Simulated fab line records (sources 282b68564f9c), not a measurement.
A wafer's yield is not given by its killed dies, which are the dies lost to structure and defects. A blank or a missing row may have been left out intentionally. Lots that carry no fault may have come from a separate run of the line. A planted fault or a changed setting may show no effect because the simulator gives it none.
fab line records    flow ritCmos
[record] lots = 14  wafers = 42  lastDay = 7
route steps=202 shown PLDD@123 M1@202
lots untouched by any fault: they come from a run of this same line in which no faults occurred
startH: the number of hours between the record's first day and the start of the first shown wafer of the lot    waitH: how many hours have passed since the lot's step before this one    " the same as in the row above    L1.1+2: several wafers, shown together as one row    - no value present, or no start provided    * or withheld: withheld    < > ~ a bound
route shown NAME@n: names a module that has steps shown in the file, with the first one's number in the route    usual: mean/standard deviation of fault-free wafers    same: alike in all rows    chamber/n: place in a boat    sites: the reading at each site    _std_site: standard deviation of those values    _edge_site: outer sites' mean less inner sites'    radiusMm: how far each site lies from the wafer's centre    mask NAME#n: copy n    behind: tool/chamber where the wafer was last shaped    hold: why the lot was held/for how many hours/how that ended    device: which transistor (n, p or np) failed to switch    end of line: at the end of the route, the tests of the same wafers    step lacking rows: just its recipe    killed: dies that structure and defects cost at the first sort, which is not the same as the wafer's yield    map: dies across one wafer; x = killed, . = not, _ = none there
set.NAME: the run value of the setting; set.NAME@STEP: its run value at that earlier step    model.NAME: the simulator's own value behind a step, which no gauge read
route steps across a sampled set of lots; one table per step, one row per wafer
services: from which hour (startH, from the record's first day; less than 0 if before it) a tool's chamber was out of use, for how many hours, and why
[[steps]]
[step RIT_PLDD_STRIP_09]
[recipe] chemistry = O2  timeS = 180  resist = NOVOLAK  platenTempC = withheld  powerW = 500  pressureMtorr = 4000  o2FlowSccm = 4000
[usual] drypumpMotorCurrentA = 5.8/0.49  o2FlowSccm = 4001/11
lot.wafer  tool            chamber  startH  waitH  drypumpMotorCurrentA  o2FlowSccm  rfHoursCounterH
L449.1     plasmaAsher-01  0        49.01   0.1    5.4                   4008        42
L449.4     "               0        "       "      5.4                   4005        -
L449.6     "               1        "       "      5.0                   4009        -
L450.2     plasmaAsher-02  0        52.57   0.1    5.9                   3992        22
L450.3     "               0        "       "      5.9                   3980        -
L450.4     "               1        "       "      5.5                   4000        -
L452.2     plasmaAsher-01  1        59.40   0.1    5.0                   3986        44
L452.5     "               1        "       "      5.0                   4000        -
L452.6     "               0        "       "      5.4                   4003        -
L453.2     plasmaAsher-03  1        64.17   0.1    6.6                   3990        43
L453.3     "               0        "       "      5.6                   3981        -
L453.4     "               1        "       "      6.6                   4008        -
L456.1     plasmaAsher-03  0        77.77   0.1    5.6                   4002        44
L456.2     "               1        "       "      6.6                   3992        44
L456.4     "               0        "       "      5.5                   4003        -
L458.1     plasmaAsher-03  1        90.23   0.1    6.6                   4003        45
L458.2     "               0        "       "      5.6                   3975        45
L458.5     "               1        "       "      6.6                   4022        -
L459.1     plasmaAsher-02  0        93.91   0.1    5.9                   4023        26
L459.3     "               1        "       "      5.5                   4005        -
L459.5     "               1        "       "      5.5                   4007        -
L463.1     plasmaAsher-02  1        115.35  0.1    5.5                   3208        29
L463.2     "               0        "       "      5.9                   3204        29
L463.3     "               0        "       "      5.9                   3196        -
L464.1     plasmaAsher-02  1        119.34  0.1    5.5                   3190        29
L464.2     "               0        "       "      5.9                   3208        29
L464.5     "               0        "       "      5.9                   3204        -
L465.1     plasmaAsher-03  1        122.94  0.1    6.6                   4024        49
L465.3     "               1        "       "      6.6                   4010        -
L465.6     "               1        "       "      6.6                   4005        -
L467.3     plasmaAsher-03  0        134.57  0.1    5.6                   4010        -
L467.5     "               1        "       "      6.6                   3988        -
L467.6     "               0        "       "      5.6                   4002        -
L468.2     plasmaAsher-03  1        139.66  0.1    6.6                   4011        51
L468.3     "               1        "       "      6.6                   4002        -
L468.5     "               0        "       "      5.6                   3994        -
L469.1     plasmaAsher-01  0        143.65  0.1    5.4                   3991        3
L469.3     "               0        "       "      5.4                   3978        -
L469.6     "               1        "       "      5.0                   4019        -
L471.3     plasmaAsher-03  1        153.45  0.1    6.5                   3988        -
L471.4     "               0        "       "      5.6                   4004        -
L471.5     "               1        "       "      6.6                   4005        -
[step RIT_M1_PROBE_99]
[usual] killedAtContacts = 0.1/0.27  killedAtFrontEnd = 6.1/2.9  killedDies = 6.2/2.9  killedOpen = 3.2/1.9  killedShort = 3/1.9
[same] grossDies = 264  killed_at_M0_to_M3 = 0  killed_at_M4_up = 0  killedAtBackSide = 0  killedAtOther = 0
lot.wafer  tool       chamber  startH  waitH  killedAtContacts  killedAtFrontEnd  killedDies  killedOpen  killedShort
L449.1     prober-02  -        62.46   0.1    0                 5                 5           3           2
L449.4     prober-02  -        62.61   0.2    0                 7                 7           6           1
L449.6     prober-02  -        62.71   0.2    0                 5                 5           0           5
L450.2     prober-01  -        66.92   0.1    0                 6                 6           2           4
L450.3     prober-01  -        66.97   0.2    0                 2                 2           2           0
L450.4     prober-01  -        67.02   0.2    0                 9                 9           4           5
L452.2     prober-01  -        75.11   0.1    1                 10                11          7           4
L452.5     prober-01  -        75.26   0.2    0                 8                 8           5           3
L452.6     prober-01  -        75.31   0.2    0                 12                12          5           7
L453.2     prober-02  -        77.73   0.1    0                 10                10          6           4
L453.3     prober-02  -        77.78   0.2    0                 3                 3           1           2
L453.4     prober-02  -        77.83   0.2    0                 4                 4           3           1
L456.1     prober-02  -        91.63   0.1    0                 8                 8           6           2
L456.2     prober-02  -        91.68   0.1    0                 10                10          4           6
L456.4     prober-02  -        91.78   0.2    0                 3                 3           2           1
L458.1     prober-01  -        104.12  0.1    0                 9                 9           4           5
L458.2     prober-01  -        104.17  0.1    0                 4                 4           4           0
L458.5     prober-01  -        104.32  0.2    0                 5                 5           3           2
L459.1     prober-02  -        108.67  0.1    0                 4                 4           3           1
L459.3     prober-02  -        108.77  0.2    0                 7                 7           3           4
L459.5     prober-02  -        108.87  0.2    0                 11                11          7           4
L463.1     prober-02  -        129.00  0.1    0                 5                 5           2           3
L463.2     prober-02  -        129.05  0.1    0                 8                 8           5           3
L463.3     prober-02  -        129.10  0.2    1                 0                 1           1           0
L464.1     prober-01  -        133.34  0.1    0                 9                 9           3           6
L464.2     prober-01  -        133.39  0.1    0                 5                 5           1           4
L464.5     prober-01  -        133.54  0.2    0                 7                 7           3           4
L465.1     prober-02  -        136.86  0.1    1                 7                 8           5           3
L465.3     prober-02  -        136.96  0.2    0                 9                 9           3           6
L465.6     prober-02  -        137.11  0.2    0                 3                 3           0           3
L467.3     prober-02  -        148.54  0.2    0                 7                 7           3           4
L467.5     prober-02  -        148.64  0.2    0                 2                 2           1           1
L467.6     prober-02  -        148.69  0.2    0                 7                 7           4           3
L468.2     prober-01  -        154.18  0.1    0                 7                 7           2           5
L468.3     prober-01  -        154.23  0.2    0                 8                 8           5           3
L468.5     prober-01  -        154.33  0.2    0                 9                 9           5           4
L469.1     prober-02  -        158.67  0.1    0                 12                12          5           7
L469.3     prober-02  -        158.77  0.2    0                 2                 2           1           1
L469.6     prober-02  -        158.92  0.2    0                 3                 3           2           1
L471.3     prober-02  -        167.23  0.2    0                 3                 3           2           1
L471.4     prober-02  -        167.28  0.2    0                 7                 7           3           4
L471.5     prober-02  -        167.33  0.2    1                 9                 10          8           2
// killed by level:class
L449.1 SPACER:geometricParticle:open=2 FOX1:geometricParticle:short=1 GATE:geometricParticle:short=1 GATE:geometricParticle:open=1
L449.4 SPACER:geometricParticle:open=3 GATE:geometricParticle:short=1 GATE:geometricParticle:open=1 REOX:geometricParticle:open=1 SILICIDE:geometricParticle:open=1
L449.6 GATE:geometricParticle:short=3 FOX2:geometricParticle:short=1 REOX:geometricParticle:short=1
L450.2 FOX1:geometricParticle:open=2 GATE:geometricParticle:short=1 REOX:geometricParticle:short=1 SPACER:geometricParticle:short=1 SILICIDE:geometricParticle:short=1
L450.3 GATE:geometricParticle:open=1 REOX:geometricParticle:open=1
L450.4 SPACER:geometricParticle:short=3 ACTIVE:geometricParticle:short=1 FOX1:geometricParticle:short=1 GATE:geometricParticle:open=1 REOX:geometricParticle:open=1 SPACER:geometricParticle:open=1 SILICIDE:geometricParticle:open=1
L452.2 GATE:geometricParticle:short=4 FOX1:geometricParticle:open=3 GATE:geometricParticle:open=2 REOX:geometricParticle:open=1 CONTACT:geometricParticle:open=1
L452.5 GATE:geometricParticle:open=3 GATE:geometricParticle:short=2 FOX1:geometricParticle:open=1 REOX:geometricParticle:short=1 SPACER:geometricParticle:open=1
L452.6 GATE:geometricParticle:open=3 FOX1:geometricParticle:short=2 GATE:geometricParticle:short=2 SILICIDE:geometricParticle:open=2 FOX2:geometricParticle:short=1 SPACER:geometricParticle:short=1 SILICIDE:geometricParticle:short=1
L453.2 REOX:geometricParticle:short=2 GATE:geometricParticle:open=2 FOX2:geometricParticle:open=1 FOX2:geometricParticle:short=1 REOX:geometricParticle:open=1 SPACER:geometricParticle:short=1 SPACER:geometricParticle:open=1 SILICIDE:geometricParticle:open=1
L453.3 FOX2:geometricParticle:open=1 SPACER:geometricParticle:short=1 STARTING-WAFER:geometricParticle:short=1
L453.4 FOX2:geometricParticle:open=1 GATE:geometricParticle:open=1 GATE:geometricParticle:short=1 SILICIDE:geometricParticle:open=1
L456.1 FOX2:geometricParticle:open=2 GATE:geometricParticle:short=2 FOX1:geometricParticle:open=1 GATE:geometricParticle:open=1 REOX:geometricParticle:open=1 SPACER:geometricParticle:open=1
L456.2 GATE:geometricParticle:open=4 GATE:geometricParticle:short=2 SILICIDE:geometricParticle:short=2 REOX:geometricParticle:short=1 SPACER:geometricParticle:short=1
L456.4 FOX2:geometricParticle:open=1 GATE:geometricParticle:open=1 REOX:geometricParticle:short=1
L458.1 GATE:geometricParticle:short=3 GATE:geometricParticle:open=3 FOX2:geometricParticle:open=1 FOX2:geometricParticle:short=1 SILICIDE:geometricParticle:short=1
L458.2 REOX:geometricParticle:open=3 GATE:geometricParticle:open=1
L458.5 GATE:geometricParticle:open=3 FOX1:geometricParticle:short=1 GATE:geometricParticle:short=1
L459.1 FOX1:geometricParticle:short=1 GATE:geometricParticle:open=1 SPACER:geometricParticle:open=1 SILICIDE:geometricParticle:open=1
L459.3 SPACER:geometricParticle:short=2 SILICIDE:geometricParticle:open=2 FOX2:geometricParticle:open=1 FOX2:geometricParticle:short=1 GATE:geometricParticle:short=1
L459.5 GATE:geometricParticle:open=4 FOX1:geometricParticle:open=2 FOX2:geometricParticle:short=2 FOX1:geometricParticle:short=1 SILICIDE:geometricParticle:open=1 SILICIDE:geometricParticle:short=1
L463.1 SPACER:geometricParticle:short=2 FOX1:geometricParticle:short=1 GATE:geometricParticle:open=1 SILICIDE:geometricParticle:open=1
L463.2 GATE:geometricParticle:open=3 SILICIDE:geometricParticle:short=2 FOX1:geometricParticle:short=1 FOX1:geometricParticle:open=1 SPACER:geometricParticle:open=1
L463.3 CONTACT:geometricParticle:open=1
L464.1 GATE:geometricParticle:short=4 REOX:geometricParticle:short=2 FOX1:geometricParticle:open=1 GATE:geometricParticle:open=1 SILICIDE:geometricParticle:open=1
L464.2 FOX1:geometricParticle:short=2 FOX1:geometricParticle:open=1 GATE:geometricParticle:short=1 REOX:geometricParticle:short=1
L464.5 FOX1:geometricParticle:short=2 FOX2:geometricParticle:open=1 REOX:geometricParticle:short=1 REOX:geometricParticle:open=1 SPACER:geometricParticle:open=1 SILICIDE:geometricParticle:short=1
L465.1 FOX1:geometricParticle:open=1 FOX1:geometricParticle:short=1 FOX2:geometricParticle:open=1 GATE:geometricParticle:short=1 GATE:geometricParticle:open=1 REOX:geometricParticle:open=1 SPACER:geometricParticle:open=1 CONTACT:geometricParticle:short=1
L465.3 FOX1:geometricParticle:short=3 FOX1:geometricParticle:open=1 GATE:geometricParticle:short=1 GATE:geometricParticle:open=1 REOX:geometricParticle:short=1 REOX:geometricParticle:open=1 SILICIDE:geometricParticle:short=1
L465.6 SPACER:geometricParticle:short=2 REOX:geometricParticle:short=1
L467.3 FOX1:geometricParticle:short=1 FOX2:geometricParticle:open=1 FOX2:geometricParticle:short=1 GATE:geometricParticle:open=1 GATE:geometricParticle:short=1 SPACER:geometricParticle:short=1 SILICIDE:geometricParticle:open=1
L467.5 REOX:geometricParticle:open=1 SPACER:geometricParticle:short=1
L467.6 GATE:geometricParticle:short=2 FOX1:geometricParticle:open=1 GATE:geometricParticle:open=1 REOX:geometricParticle:open=1 REOX:geometricParticle:short=1 SILICIDE:geometricParticle:open=1
L468.2 GATE:geometricParticle:short=4 FOX2:geometricParticle:open=2 FOX1:geometricParticle:short=1
L468.3 SPACER:geometricParticle:open=4 GATE:geometricParticle:open=1 GATE:geometricParticle:short=1 REOX:geometricParticle:short=1 SPACER:geometricParticle:short=1
L468.5 FOX2:geometricParticle:short=2 SPACER:geometricParticle:short=2 SPACER:geometricParticle:open=2 FOX1:geometricParticle:open=1 GATE:geometricParticle:open=1 REOX:geometricParticle:open=1
L469.1 GATE:geometricParticle:short=2 REOX:geometricParticle:open=2 REOX:geometricParticle:short=2 FOX1:geometricParticle:short=1 FOX2:geometricParticle:short=1 GATE:geometricParticle:open=1 SPACER:geometricParticle:open=1 SPACER:geometricParticle:short=1
L469.3 SPACER:geometricParticle:short=1 SILICIDE:geometricParticle:open=1
L469.6 GATE:geometricParticle:open=2 REOX:geometricParticle:short=1
L471.3 GATE:geometricParticle:open=1 GATE:geometricParticle:short=1 REOX:geometricParticle:open=1
L471.4 GATE:geometricParticle:short=3 FOX1:geometricParticle:open=1 FOX1:geometricParticle:short=1 SILICIDE:geometricParticle:open=1 REOX:geometricParticle:open=1
L471.5 GATE:geometricParticle:open=5 SPACER:geometricParticle:short=2 FOX1:geometricParticle:open=1 SILICIDE:geometricParticle:open=1 CONTACT:geometricParticle:open=1
[[services]]
tool            chamber  startH  hours  kind
plasmaAsher-02  -        105.11  0.7    repair
plasmaAsher-01  -        108.85  9.0    pm
plasmaAsher-01  0        108.85  9.0    ventCycle
plasmaAsher-01  1        108.85  9.0    ventCycle
plasmaAsher-01  0        117.85  -      clean
plasmaAsher-01  1        117.85  -      clean
[[key]]
[firstSign] step = RIT_PLDD_STRIP_09  reading = o2FlowSccm  direction = down  sigmas = 74  usual = 4001  struck = 3202
effect none on later readings
metAt RIT_PLDD_STRIP_09
struckLots L463,L464
testerLeftOut L463,L464
onsetBetween 93.91 115.35
[fault] kind = processParameterDrift  tool = plasmaAsher-02  chamber = -  onsetH = 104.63  steps = RIT_PLDD_STRIP_09  channel = o2FlowSccm  offset = -800  shape = step  endH = 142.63  actsIn = theseRecipesOnly  stated = 4000
// testerLeftOut: of these lots the tester's yield and bins aren't shown, on N5 and GAA mostly nor the transistor test; their killed dies are dies lost to structure and defects alone, not to doping, threshold or leakage, so they don't give the yield
